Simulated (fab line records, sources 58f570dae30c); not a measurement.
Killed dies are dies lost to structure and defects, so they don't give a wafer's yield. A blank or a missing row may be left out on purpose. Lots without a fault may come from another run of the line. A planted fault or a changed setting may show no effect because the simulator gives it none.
fab line records | flow berkeley_cmos170
record lots=5 wafers=23
route steps=331 shown START@3 NWELL@27 PWELL@42 ACTIVE@65 NVT@111 PVT@122 GATE@130 PLDD@149
start_h: hours from the record's first day to the start of the lot's first wafer shown | wait_h: hours since the lot's step before | " the same as in the row above | L1.1+2: a row that stands for several wafers | - no value, or no start given | * or withheld: withheld | < > ~ a bound
route shown NAME@n: a module of which the file shows steps, and the number in the route of the first | usual: mean/standard deviation of fault-free wafers | same: alike in all rows | chamber/n: place in a boat | sites: the reading at each site | _std_site: their standard deviation | _edge_site: outer sites' mean less inner sites' | radius_mm: how far each site lies from the wafer's centre | mask NAME#n: copy n | behind: the tool/chamber that last shaped the wafer | hold: why the lot was held/for how many hours/how that ended | device: the transistor (n, p or np) that didn't switch | end of line: the same wafers' tests at the end of the route | a step without rows: its recipe alone | killed: dies lost to structure and defects at the first sort, not the wafer's yield | map: a wafer's dies, x killed, . not, _ none there
set.NAME: the setting as run; set.NAME@STEP: as run at that earlier step | model.NAME: the simulator's own value behind a step, which no gauge read
lots whose settings were changed on purpose; a table a step, a row a wafer
## steps
# step UCB170_START_OXIDATION_02
# recipe temp_c=950 ambient=O2 target_thk_a=200 ox_time_s=1800
# columns lot.wafer tool chamber start_h wait_h set.ox_time_s model.SiO2_of_START_OXIDATION_02.thk_nm
L077.2 furnace-04 0 28.93 2.1 1800 20.35
L077.3 " 0 " " 1800 20.37
L077.5 " 0 " " 1800 20.36
L081.1 - - - 3.4 1800 19.84
L081.2 " - " " 1800 19.83
L081.4 " - " " 1800 19.69
L081.5 " - " " 1800 20.03
L081.6 " - " " 1800 20.02
L082.1 - - - 6.2 1800 19.62
L082.2 " - " " 1800 19.87
L082.3 " - " " 1800 19.82
L082.4 " - " " 1800 19.94
L082.5 " - " " 1800 19.58
L083.1+2 - - - 1.2 1647 18.85
L083.3 " - " " 1647 18.99
L083.4 " - " " 1647 19.1
L083.5 " - " " 1647 18.79
L084.1 - - - 4.9 2066 21.43
L084.3 " - " " 2066 21.19
L084.4 " - " " 2066 21.7
L084.5 " - " " 2066 21.39
L084.6 " - " " 2066 21.17
# step UCB170_START_THK_MEAS_03
# recipe reads=SiO2_of_START_OXIDATION_02
# usual START_OXIDE_THK=19.9/0.45
# columns lot.wafer tool chamber start_h wait_h set.ox_time_s@START_OXIDATION_02 START_OXIDE_THK[nm]
L077.2 film_metro-01 - 30.44 0.0 1800 20.4
L077.3 " - " " 1800 20.3
L077.5 " - " " 1800 20.3
L081.1 film_metro-01 - - - 1800 19.9
L081.2 " - " " 1800 19.8
L081.4 " - " " 1800 19.7
L081.5 " - " " 1800 20.0
L081.6 " - " " 1800 20.1
L082.1 film_metro-01 - - - 1800 19.6
L082.2 " - " " 1800 19.9
L082.3 " - " " 1800 19.8
L082.4 " - " " 1800 20.0
L082.5 " - " " 1800 19.6
L083.1 film_metro-03 - - - 1647 18.8
L083.2 " - " " 1647 18.9
L083.3 " - " " 1647 19.1
L083.4 " - " " 1647 19.1
L083.5 " - " " 1647 18.8
L084.1 film_metro-03 - - - 2066 21.4
L084.3 " - " " 2066 21.2
L084.4 " - " " 2066 21.7
L084.5 " - " " 2066 21.4
L084.6 " - " " 2066 21.2
# step UCB170_NWELL_ETCH_13
# recipe chemistry=CH3F/Ar/O2 target=Si3N4 stop_on=SiO2 CH3F_flow_sccm=20 Ar_flow_sccm=50 O2_flow_sccm=7 pressure_mtorr=50 rf_w=450 target_depth_a=2464 over_etch_frac=0.1 time_s=154
# columns lot.wafer tool chamber start_h wait_h set.rf_w model.KrF_of_NWELL_COAT_07.thk_nm
L077.2 rie_diel-01 0 50.16 0.0 450 724.4
L077.3 " 2 " " 450 724.9
L077.5 " 1 " " 450 727.2
L081.1 rie_diel-02 3 72.38 0.0 450 726.7
L081.2 " 0 " " 450 721.9
L081.4 " 2 " " 450 724.6
L081.5 " 3 " " 450 726.4
L081.6 " 0 " " 450 723.8
L082.1 rie_diel-01 0 81.87 0.0 450 717.4
L082.2 " 3 " " 450 719.1
L082.3 " 1 " " 450 721.6
L082.4 " 2 " " 450 719.7
L082.5 " 2 " " 450 717.1
L083.1 rie_diel-04 3 82.12 0.0 410.8 726.9
L083.2 " 1 " " 450 722.3
L083.3 " 0 " " 410.8 727.7
L083.4 " 2 " " 450 722.8
L083.5 " 1 " " 410.8 729.2
L084.1 rie_diel-01 0 91.82 0.0 408.8 731.7
L084.3 " 2 " " 408.8 731.9
L084.4 " 3 " " 450 720.5
L084.5 " 0 " " 450 723.6
L084.6 " 1 " " 450 723
# step UCB170_NWELL_IMPLANT_14
# recipe species=P dose_cm2=1e+13 energy_kev=150 tilt_deg=7
# step UCB170_NWELL_STRIP_15
# recipe chemistry=O2 power_w=400 pressure_mtorr=3500 platen_temp_c=withheld o2_flow_sccm=400 overash_fraction=0.5
# usual strip_time_to_endpoint_s=18.05/0.074
# columns lot.wafer tool chamber start_h wait_h set.rf_w@NWELL_ETCH_13 strip_time_to_endpoint_s
L077.2 plasma_asher-04 0 50.41 0.1 450 18.09
L077.3 " 0 " " 450 18.10
L077.5 " 1 " " 450 18.15
L081.1 plasma_asher-04 0 72.63 0.1 450 18.16
L081.2 " 1 " " 450 18.03
L081.4 " 1 " " 450 18.08
L081.5 " 0 " " 450 18.13
L081.6 " 1 " " 450 18.07
L082.1 plasma_asher-03 0 82.12 0.1 450 17.91
L082.2 " 1 " " 450 17.97
L082.3 " 0 " " 450 17.99
L082.4 " 1 " " 450 17.97
L082.5 " 1 " " 450 17.90
L083.1 plasma_asher-04 0 82.38 0.1 410.8 18.15
L083.2 " 1 " " 450 18.03
L083.3 " 0 " " 410.8 18.16
L083.4 " 1 " " 450 18.04
L083.5 " 1 " " 410.8 18.21
L084.1 plasma_asher-03 1 92.07 0.1 408.8 18.25
L084.3 " 1 " " 408.8 18.26
L084.4 " 0 " " 450 18.00
L084.5 " 1 " " 450 18.07
L084.6 " 0 " " 450 18.05
# step UCB170_PWELL_COAT_08
# recipe resist=KrF spin_rpm=1500 resist_thk_nm=900
# columns lot.wafer tool chamber start_h wait_h set.resist_thk_nm model.KrF_of_PWELL_COAT_08.thk_nm
L077.2 litho_track-04 0 69.87 0.1 900 901.4
L077.3 " 0 " " 900 902.5
L077.5 " 0 " " 900 900.5
L081.1 litho_track-03 0 89.72 0.1 949.5 953.2
L081.2 " 0 " " 949.5 951.6
L081.4 " 0 " " 900 901.9
L081.5 " 0 " " 900 903.4
L081.6 " 0 " " 949.5 952.4
L082.1 litho_track-02 0 100.75 0.1 900 899.6
L082.2 " 0 " " 900 898.5
L082.3 " 0 " " 864.9 864.2
L082.4 " 0 " " 864.9 863.9
L082.5 " 0 " " 864.9 865.1
L083.1 litho_track-04 0 101.06 0.1 900 901.9
L083.2 " 0 " " 900 900
L083.3 " 0 " " 900 899.4
L083.4 " 0 " " 950.8 952.3
L083.5 " 0 " " 950.8 953
L084.1 litho_track-04 0 108.85 0.1 900 900.2
L084.3 " 0 " " 866.1 863.9
L084.4 " 0 " " 866.1 870
L084.5 " 0 " " 866.1 864.9
L084.6 " 0 " " 900 898.1
# step UCB170_PWELL_IMPLANT_15
# recipe species=B dose_cm2=5e+12 energy_kev=60 tilt_deg=7
# columns lot.wafer tool chamber start_h wait_h set.dose_cm2
L077.2+3+5 implanter-04 0 71.31 0.1 5e+12
L081.1+2 implanter-01 0 90.70 0.1 5.183e+12
L081.4+5+6 " 0 " " 5e+12
L082.1+3+5 implanter-04 0 101.93 0.1 5e+12
L082.2+4 " 0 " " 4.715e+12
L083.1+2+3+4+5 implanter-02 0 102.22 0.1 5e+12
L084.1+3+4+5+6 implanter-02 0 110.04 0.1 5e+12
# step UCB170_PWELL_STRIP_16
# recipe chemistry=O2 power_w=400 pressure_mtorr=3500 platen_temp_c=withheld o2_flow_sccm=400 overash_fraction=0.5
# usual strip_time_to_endpoint_s=18.11/0.076
# columns lot.wafer tool chamber start_h wait_h set.resist_thk_nm@PWELL_COAT_08 strip_time_to_endpoint_s
L077.2 plasma_asher-03 0 71.43 0.1 900 18.11
L077.3 " 0 " " 900 18.10
L077.5 " 0 " " 900 18.12
L081.1 plasma_asher-03 0 90.85 0.1 949.5 19.36
L081.2 " 1 " " 949.5 19.38
L081.4 " 1 " " 900 18.14
L081.5 " 0 " " 900 18.13
L081.6 " 1 " " 949.5 19.34
L082.1 plasma_asher-02 1 102.08 0.1 900 18.02
L082.2 " 0 " " 900 18.08
L082.3 " 1 " " 864.9 17.20
L082.4 " 0 " " 864.9 17.24
L082.5 " 1 " " 864.9 17.27
L083.1 plasma_asher-01 0 102.37 0.1 900 18.10
L083.2 " 1 " " 900 18.14
L083.3 " 0 " " 900 18.03
L083.4 " 1 " " 950.8 19.38
L083.5 " 1 " " 950.8 19.31
L084.1 plasma_asher-02 0 110.19 0.1 900 18.07
L084.3 " 1 " " 866.1 17.26
L084.4 " 0 " " 866.1 17.36
L084.5 " 1 " " 866.1 17.31
L084.6 " 0 " " 900 17.97
# step UCB170_ACTIVE_CVD_05
# recipe material=Si3N4 target_thk_nm=220 temp_c=800 precursor=SiH2Cl2/NH3 time_s=3300 pressure_mtorr=200 sih2cl2_flow_sccm=25 nh3_flow_sccm=75
# columns lot.wafer tool chamber start_h wait_h set.time_s model.Si3N4_of_ACTIVE_CVD_05.thk_nm
L077.2 lpcvd-01 0 103.02 0.0 3300 217.6
L077.3 " 0 " " 3300 216.7
L077.5 " 0 " " 3300 219.1
L081.1 - - - 0.9 3531 230.2
L081.2 " - " " 3531 229.5
L081.4+5 " - " " 3531 232
L081.6 " - " " 3531 230.5
L082.1 - - - 0.9 3741 252.5
L082.2 " - " " 3741 250.4
L082.3 " - " " 3741 252.4
L082.4 " - " " 3741 252.1
L082.5 " - " " 3741 250.8
L083.1 - - - 0.9 3670 245.1
L083.2 " - " " 3670 245
L083.3 " - " " 3670 246.5
L083.4 " - " " 3670 247
L083.5 " - " " 3670 246.2
L084.1 - - - 0.9 3742 251.2
L084.3 " - " " 3742 252.7
L084.4 " - " " 3742 249.8
L084.5 " - " " 3742 249.9
L084.6 " - " " 3742 251.1
# step UCB170_ACTIVE_THK_MEAS_06
# recipe reads=Si3N4_of_ACTIVE_CVD_05
# usual ACTIVE_NITRIDE_THK=219.7/2.4
# columns lot.wafer tool chamber start_h wait_h set.time_s@ACTIVE_CVD_05 ACTIVE_NITRIDE_THK[nm]
L077.2 film_metro-02 - 104.95 0.0 3300 217.8
L077.3 " - " " 3300 216.9
L077.5 " - " " 3300 218.9
L081.1 film_metro-02 - - - 3531 230.3
L081.2 " - " " 3531 229.5
L081.4 " - " " 3531 231.8
L081.5 " - " " 3531 231.9
L081.6 " - " " 3531 230.4
L082.1 film_metro-01 - - - 3741 252.7
L082.2 " - " " 3741 250.3
L082.3 " - " " 3741 252.5
L082.4 " - " " 3741 252.1
L082.5 " - " " 3741 250.8
L083.1 film_metro-03 - - - 3670 244.9
L083.2 " - " " 3670 245.1
L083.3 " - " " 3670 246.5
L083.4 " - " " 3670 247.0
L083.5 " - " " 3670 246.0
L084.1 film_metro-01 - - - 3742 251.1
L084.3 " - " " 3742 252.8
L084.4 " - " " 3742 249.9
L084.5 " - " " 3742 249.9
L084.6 " - " " 3742 251.1
# step UCB170_ACTIVE_COAT_08
# recipe resist=KrF spin_rpm=1500 resist_thk_nm=900
# columns lot.wafer tool chamber start_h wait_h set.spin_rpm model.KrF_of_ACTIVE_COAT_08.thk_nm
L077.2 litho_track-04 0 105.18 0.1 1500 905.6
L077.3 " 0 " " 1500 907.3
L077.5 " 0 " " 1500 903.9
L081.1 litho_track-02 0 122.12 0.1 1500 899.3
L081.2 " 0 " " 1500 900.4
L081.4 " 0 " " 1500 900.7
L081.5 " 0 " " 1500 901.6
L081.6 " 0 " " 1500 902.1
L082.1 litho_track-01 0 137.70 0.1 1500 897.2
L082.2 " 0 " " 1500 899.3
L082.3 " 0 " " 1600 869.2
L082.4 " 0 " " 1600 869.9
L082.5 " 0 " " 1500 898.2
L083.1 litho_track-04 0 137.86 0.1 1416 919.9
L083.2 " 0 " " 1500 895.1
L083.3 " 0 " " 1500 898.1
L083.4 " 0 " " 1500 897
L083.5 " 0 " " 1416 922.8
L084.1 litho_track-01 0 146.61 0.1 1607 869.9
L084.3 " 0 " " 1607 870.7
L084.4 " 0 " " 1500 900.2
L084.5 " 0 " " 1500 900.1
L084.6 " 0 " " 1607 872.2
# step UCB170_ACTIVE_SOFTBAKE_09
# recipe resist=KrF temp_c=130 time_s=60
# step UCB170_ACTIVE_EXPOSE_10
# recipe mask_id=ACTIVE target_cd_nm=1200 na=0.5 sigma_outer=0.6 source_shape=conventional dose_mj=20
# step UCB170_ACTIVE_ETCH_15
# recipe chemistry=CH3F/Ar/O2 target=Si3N4 stop_on=SiO2 CH3F_flow_sccm=20 Ar_flow_sccm=50 O2_flow_sccm=7 pressure_mtorr=50 rf_w=450 target_depth_a=2420 over_etch_frac=0.1 time_s=151
# step UCB170_ACTIVE_STRIP_16
# recipe chemistry=O2 power_w=400 pressure_mtorr=3500 platen_temp_c=withheld o2_flow_sccm=400 overash_fraction=0.5
# usual strip_time_to_endpoint_s=18.08/0.086
# columns lot.wafer tool chamber start_h wait_h set.spin_rpm@ACTIVE_COAT_08 strip_time_to_endpoint_s
L077.2 plasma_asher-04 0 106.43 0.1 1500 18.22
L077.3 " 1 " " 1500 18.22
L077.5 " 0 " " 1500 18.08
L081.1 plasma_asher-03 0 123.20 0.1 1500 17.97
L081.2 " 1 " " 1500 18.07
L081.4 " 0 " " 1500 18.12
L081.5 " 0 " " 1500 18.13
L081.6 " 1 " " 1500 18.17
L082.1 plasma_asher-01 0 139.03 0.1 1500 18.05
L082.2 " 1 " " 1500 18.03
L082.3 " 0 " " 1600 17.34
L082.4 " 1 " " 1600 17.37
L082.5 " 0 " " 1500 18.03
L083.1 plasma_asher-01 0 139.53 0.1 1416 18.49
L083.2 " 1 " " 1500 17.98
L083.3 " 0 " " 1500 17.94
L083.4 " 1 " " 1500 17.97
L083.5 " 1 " " 1416 18.56
L084.1 plasma_asher-04 0 147.92 0.1 1607 17.36
L084.3 " 1 " " 1607 17.33
L084.4 " 0 " " 1500 18.15
L084.5 " 1 " " 1500 18.04
L084.6 " 0 " " 1607 17.43
# step UCB170_NVT_IMPLANT_07
# recipe species=BF2 dose_cm2=3e+12 energy_kev=50 tilt_deg=7
# columns lot.wafer tool chamber start_h wait_h set.energy_kev model.implant.rp_nm model.implant.drp_nm
L077.2+3+5 implanter-03 0 146.55 0.0 50 38.32 18.57
L081.1+2+4+5+6 implanter-03 0 175.87 0.0 50 37.74 18.57
L083.1+2+3+4+5 implanter-02 0 190.62 0.0 50 37.42 18.57
L082.1+5 implanter-04 0 190.89 0.0 52.03 38.2 19.11
L082.2+3+4 " 0 " " 50 36.72 18.57
L084.1+3+5 implanter-02 0 190.89 0.0 50 36.63 18.57
L084.4+6 " 0 " " 52.11 38.16 19.13
# step UCB170_PVT_IMPLANT_07
# recipe species=P dose_cm2=2e+12 energy_kev=30 tilt_deg=7
# columns lot.wafer tool chamber start_h wait_h set.energy_kev model.implant.rp_nm model.implant.drp_nm
L077.2+3+5 implanter-04 0 147.93 0.0 30 36.94 16.56
L081.1+5 implanter-03 0 177.42 0.0 31.24 36.37 17.14
L081.2+4+6 " 0 " " 30 35 16.56
L083.1+3+4 implanter-01 0 194.62 0.0 30.56 36.03 16.82
L083.2+5 " 0 " " 30 35.41 16.56
L082.1+2+3+4+5 implanter-04 0 194.96 0.0 30 35.76 16.56
L084.1+4+6 implanter-04 0 195.24 0.0 30 36.46 16.56
L084.3+5 " 0 " " 29.25 35.84 16.31
# step UCB170_GATE_CVD_04
# recipe material=poly-Si temp_c=610 precursor=SiH4 time_s=1440 pressure_mtorr=375 target_thk_nm=214 sih4_flow_sccm=120
# columns lot.wafer tool chamber start_h wait_h set.sih4_flow_sccm model.poly-Si_of_GATE_CVD_04.thk_nm
L077.2 lpcvd-02 0 168.92 0.9 120 212.2
L077.3 " 0 " " 120 211.8
L077.5 " 0 " " 120 210.4
L081.1 - - - 0.0 120 215.4
L081.2 " - " " 120 213.8
L081.4 " - " " 120 216
L081.5 " - " " 120 215.2
L081.6 " - " " 120 215
L082.1 - - - 0.0 135.5 237.8
L082.2 " - " " 135.5 238.6
L082.3 " - " " 135.5 239.4
L082.4 " - " " 135.5 237.9
L082.5 " - " " 135.5 239.3
L083.1 - - - 0.0 129.4 233.2
L083.2 " - " " 129.4 232.1
L083.3+4 " - " " 129.4 232.7
L083.5 " - " " 129.4 230.8
L084.1 - - - 0.0 105.8 189.5
L084.3 " - " " 105.8 189.2
L084.4 " - " " 105.8 189.9
L084.5+6 " - " " 105.8 188.1
# step UCB170_GATE_THK_MEAS_05
# recipe reads=poly-Si_of_GATE_CVD_04
# usual GATE_POLY_THK=212.9/2.2
# columns lot.wafer tool chamber start_h wait_h set.sih4_flow_sccm@GATE_CVD_04 GATE_POLY_THK[nm]
L077.2 film_metro-04 - 170.33 0.0 120 212.2
L077.3 " - " " 120 211.9
L077.5 " - " " 120 210.3
L081.1 film_metro-04 - - - 120 215.4
L081.2 " - " " 120 213.7
L081.4 " - " " 120 216.0
L081.5 " - " " 120 215.4
L081.6 " - " " 120 214.9
L083.1 film_metro-04 - - - 129.4 233.1
L083.2 " - " " 129.4 232.2
L083.3 " - " " 129.4 232.4
L083.4 " - " " 129.4 232.7
L083.5 " - " " 129.4 231.0
L082.1 film_metro-04 - - - 135.5 237.8
L082.2 " - " " 135.5 238.5
L082.3 " - " " 135.5 239.2
L082.4 " - " " 135.5 237.7
L082.5 " - " " 135.5 239.2
L084.1 film_metro-03 - - - 105.8 189.6
L084.3 " - " " 105.8 189.2
L084.4 " - " " 105.8 189.9
L084.5 " - " " 105.8 187.9
L084.6 " - " " 105.8 188.0
# step UCB170_GATE_COAT_06
# recipe resist=BARC temp_c=withheld time_s=withheld spin_rpm=3000 resist_thk_nm=withheld
# step UCB170_GATE_COAT_07
# recipe resist=KrF spin_rpm=1500 resist_thk_nm=900
# step UCB170_GATE_ETCH_14
# recipe chemistry=N2/H2 target_depth_a=withheld overetch_a=withheld target=BARC time_s=withheld source_w=500 bias_w=100 pressure_mtorr=30 n2_flow_sccm=100 h2_flow_sccm=200
# step UCB170_GATE_ETCH_15
# recipe chemistry=HBr/Cl2 target=poly-Si stop_on=SiO2 over_etch_frac=0.3 icp_w=300 bias_w=150 time_s=56.3 pressure_mtorr=15 HBr_flow_sccm=150 Cl2_flow_sccm=50 target_depth_a=2782
# usual oes_product_au=0.822/0.012
# columns lot.wafer tool chamber start_h wait_h set.sih4_flow_sccm@GATE_CVD_04 oes_product_au model.GATE.feature_depth_nm model.etch.depth_nm
L077.2 rie_si-02 3 171.86 - 120 0.813 212.2 212.2
L077.3 " 1 " " 120 0.825 211.8 211.8
L077.5 " 3 " " 120 0.798 210.4 210.4
L081.1 rie_si-01 0 195.14 - 120 0.812 215.4 215.4
L081.2 " 1 " " 120 0.829 213.8 213.8
L081.4 " 0 " " 120 0.824 216 216
L081.5 " 3 " " 120 0.831 215.2 215.2
L081.6 " 1 " " 120 0.834 215 215
L083.1 rie_si-01 1 206.75 - 129.4 0.876 233.2 233.2
L083.2 " 2 " " 129.4 0.866 232.1 232.1
L083.3 " 0 " " 129.4 0.857 232.7 232.7
L083.4 " 3 " " 129.4 0.877 232.7 232.7
L083.5 " 0 " " 129.4 0.852 230.8 230.8
L084.1 rie_si-02 3 207.20 - 105.8 0.753 189.5 189.5
L084.3 " 2 " " 105.8 0.783 189.2 189.2
L084.4 " 2 " " 105.8 0.785 189.9 189.9
L084.5 " 0 " " 105.8 0.765 188.1 188.1
L084.6 " 3 " " 105.8 0.748 188.1 188.1
L082.1 rie_si-01 3 207.39 - 135.5 0.883 237.8 237.8
L082.2 " 1 " " 135.5 0.888 238.6 238.6
L082.3 " 0 " " 135.5 0.872 239.4 239.4
L082.4 " 2 " " 135.5 0.880 238 237.9
L082.5 " 2 " " 135.5 0.876 239.4 239.3
# step UCB170_PLDD_PEB_04
# recipe peb_temp_c=130 peb_time_s=withheld resist=KrF
# columns lot.wafer tool chamber start_h wait_h set.peb_temp_c
L077.2+3+5 litho_track-03 0 175.86 0.5 130
L081.1+2+4 litho_track-04 0 197.03 0.5 130
L081.5+6 " 0 " " 131.7
L083.1+3 litho_track-01 0 207.94 0.2 130
L083.2+4+5 " 0 " " 126.2
L084.1+6 litho_track-03 0 209.19 0.8 133.8
L084.3+4+5 " 0 " " 130
L082.1+4 litho_track-04 0 209.53 0.8 130
L082.2+3+5 " 0 " " 127.6
# step UCB170_PLDD_DEVELOP_05
# recipe developer=TMAH develop_time_s=45 resist=KrF dev_temp_c=21
# step UCB170_PLDD_CD_MEAS_06
# recipe target_cd_nm=1200
# usual cd_nm=1200.7/1.5
# columns lot.wafer tool chamber start_h wait_h set.peb_temp_c@PLDD_PEB_04 cd_nm
L077.2 cd_sem-02 - 176.16 - 130 1201.6
L077.3 " - " " 130 1200.8
L077.5 " - " " 130 1202.0
L081.1 cd_sem-02 - 197.31 - 130 1200.5
L081.2 " - " " 130 1200.8
L081.4 " - " " 130 1199.5
L081.5 " - " " 131.7 1211.3
L081.6 " - " " 131.7 1211.5
L083.1 cd_sem-02 - 208.21 - 130 1200.7
L083.2 " - " " 126.2 1171.7
L083.3 " - " " 130 1200.7
L083.4 " - " " 126.2 1171.1
L083.5 " - " " 126.2 1170.5
L084.1 cd_sem-02 - 209.47 - 133.8 1220.1
L084.3 " - " " 130 1201.4
L084.4 " - " " 130 1200.4
L084.5 " - " " 130 1200.5
L084.6 " - " " 133.8 1220.9
L082.1 cd_sem-01 - 209.80 - 130 1203.2
L082.2 " - " " 127.6 1185.0
L082.3 " - " " 127.6 1184.1
L082.4 " - " " 130 1201.3
L082.5 " - " " 127.6 1184.8
## key
split step=UCB170_START_OXIDATION_02 setting=ox_time_s stated=1800 by=lot
response step=UCB170_START_OXIDATION_02 reading=model.SiO2_of_START_OXIDATION_02.thk_nm change=+0.104 per=1% r=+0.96
response step=UCB170_START_THK_MEAS_03 reading=START_OXIDE_THK change=+0.103 per=1% r=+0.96
split step=UCB170_NWELL_ETCH_13 setting=rf_w stated=450 by=wafer
response step=UCB170_NWELL_ETCH_13 reading=model.KrF_of_NWELL_COAT_07.thk_nm change=-0.833 per=1% r=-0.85
response step=UCB170_NWELL_STRIP_15 reading=strip_time_to_endpoint_s change=* per=1% r=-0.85
split step=UCB170_PWELL_COAT_08 setting=resist_thk_nm stated=900 by=wafer
response step=UCB170_PWELL_COAT_08 reading=model.KrF_of_PWELL_COAT_08.thk_nm change=+9.04 per=1% r=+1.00
response step=UCB170_PWELL_STRIP_16 reading=strip_time_to_endpoint_s change=* per=1% r=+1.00
split step=UCB170_PWELL_IMPLANT_15 setting=dose_cm2 stated=5e+12 by=wafer
response none clear
split step=UCB170_ACTIVE_CVD_05 setting=time_s stated=3300 by=lot
response step=UCB170_ACTIVE_CVD_05 reading=model.Si3N4_of_ACTIVE_CVD_05.thk_nm change=+2.64 per=1% r=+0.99
response step=UCB170_ACTIVE_THK_MEAS_06 reading=ACTIVE_NITRIDE_THK change=+2.64 per=1% r=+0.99
split step=UCB170_ACTIVE_COAT_08 setting=spin_rpm stated=1500 by=wafer
response step=UCB170_ACTIVE_COAT_08 reading=model.KrF_of_ACTIVE_COAT_08.thk_nm change=-4.25 per=1% r=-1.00
response step=UCB170_ACTIVE_STRIP_16 reading=strip_time_to_endpoint_s change=* per=1% r=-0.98
split step=UCB170_NVT_IMPLANT_07 setting=energy_kev stated=50 by=wafer
response step=UCB170_NVT_IMPLANT_07 reading=model.implant.rp_nm change=+0.363 per=1% r=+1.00
response step=UCB170_NVT_IMPLANT_07 reading=model.implant.drp_nm change=+0.134 per=1% r=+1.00
split step=UCB170_PVT_IMPLANT_07 setting=energy_kev stated=30 by=wafer
response step=UCB170_PVT_IMPLANT_07 reading=model.implant.rp_nm change=+0.313 per=1% r=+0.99
response step=UCB170_PVT_IMPLANT_07 reading=model.implant.drp_nm change=+0.13 per=1% r=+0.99
split step=UCB170_GATE_CVD_04 setting=sih4_flow_sccm stated=120 by=lot
response step=UCB170_GATE_CVD_04 reading=model.poly-Si_of_GATE_CVD_04.thk_nm change=+2.06 per=1% r=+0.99
response step=UCB170_GATE_THK_MEAS_05 reading=GATE_POLY_THK change=+2.06 per=1% r=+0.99
response step=UCB170_GATE_ETCH_15 reading=oes_product_au change=+0.00472 per=1% r=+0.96
response step=UCB170_GATE_ETCH_15 reading=model.GATE.feature_depth_nm change=+2.06 per=1% r=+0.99
response step=UCB170_GATE_ETCH_15 reading=model.etch.depth_nm change=+2.06 per=1% r=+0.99
split step=UCB170_PLDD_PEB_04 setting=peb_temp_c stated=130 by=wafer
response step=UCB170_PLDD_CD_MEAS_06 reading=cd_nm change=+8.61 per=1% r=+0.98
